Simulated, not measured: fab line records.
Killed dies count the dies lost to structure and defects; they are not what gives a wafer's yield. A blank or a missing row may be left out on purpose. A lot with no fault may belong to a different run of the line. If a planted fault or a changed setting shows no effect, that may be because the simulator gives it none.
Problem report in the 8D (eight disciplines) form, filled by code ; flow ritCmos ; the parts of the form that need people (team, actions taken, sign-off) are left out

## 1. THE ISSUE
rfFwdPowerW at RIT_SPACER_ETCHBACK_05 reads a mean of 289.0 W on 6 wafers of 2 lots; wafers without a fault read 249.2 W with a standard deviation of 0.78. That puts it +51 standard deviations away from the usual mean.
The step: etches Si3N4 in SF6/CHF3, stops on SiO2, target depth 250 nm, time 230.9 s.
Seen first at day 4 09:26 on rieDiel-03, wafer L445.2. At this step, 18 wafers from 6 lots have a number in the record. By rule, "out" or "out of limits" means more than 4 standard deviations away from the usual mean. The other wafers with a number count as sound.

## 2. WHAT IT IS; WHAT IT IS NOT
question;is;is not
which readings at this step;rfFwdPowerW;SF6_flow_sccm, drypumpMotorCurrentA, oesProductAu, throttleValvePct
which lots;L445, L448;L444, L459, L460, L461
which wafers of those lots;all that have a number;-
read on which tools;rieDiel-03;rieDiel-01, rieDiel-02
when;from day 4 09:26;"up to then (3 sound wafers); but 9 sound wafers of L459, L460, L461 came after"

## 3. THE SUSPECTS, EACH WITH WHAT RULES IT OUT
Counting: a tool stays on the suspect list if, at a process step up to the reading, it processed all lots that are out and no sound lot following the first of them.
- rieDiel-03 at RIT_SPACER_ETCHBACK_05 (etches Si3N4 in SF6/CHF3, stops on SiO2, target depth 250 nm, time 230.9 s): ruled out as a lasting fault. Following L445 (day 4 09:26), the first lot on it that is out, the sound lots L461 were run on it.
Left after counting: nothing in the record.

## 4. THE CAUSE (what the simulator had put in)
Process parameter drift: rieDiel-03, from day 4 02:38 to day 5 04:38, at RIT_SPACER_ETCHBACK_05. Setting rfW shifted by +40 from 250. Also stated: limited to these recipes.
Counting ruled it out, wrongly.

## 5. SEQUENCE OF EFFECTS, ordered by route
Each row: a reading whose mean over the struck wafers that have a number lies more than 3 standard deviations from the usual. Only readings for which the record gives a usual standard deviation are gone through. hours: the time from each lot's start at the first step in this table that gives one to its start at this step, as a median over the lots. sigmas: the change in usual standard deviations.
hours;step;reading;usual;on struck wafers;change;sigmas
0;RIT_SPACER_ETCHBACK_05;rfFwdPowerW;249.2 W;289.0;+39.8;+51
Its process steps:
- RIT_SPACER_ETCHBACK_05: etches Si3N4 in SF6/CHF3, stops on SiO2, target depth 250 nm, time 230.9 s.
Later measuring or inspecting steps at which every struck wafer that the step has a row for has a number for every such reading, and none has moved that far: RIT_NSD_OVL_MEAS_06, RIT_NSD_TW_MEAS_10, RIT_PSD_OVL_MEAS_06, RIT_PSD_TW_MEAS_10, RIT_SDANNEAL_RS_MEAS_04, RIT_SDANNEAL_RS_MEAS_05, RIT_SDANNEAL_RS_MEAS_06.

## 6. HOW IT WOULD HAVE BEEN CAUGHT EARLIER
First out-of-limits reading in this record: day 4 09:26, which is 7 hours after fault onset at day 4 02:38.
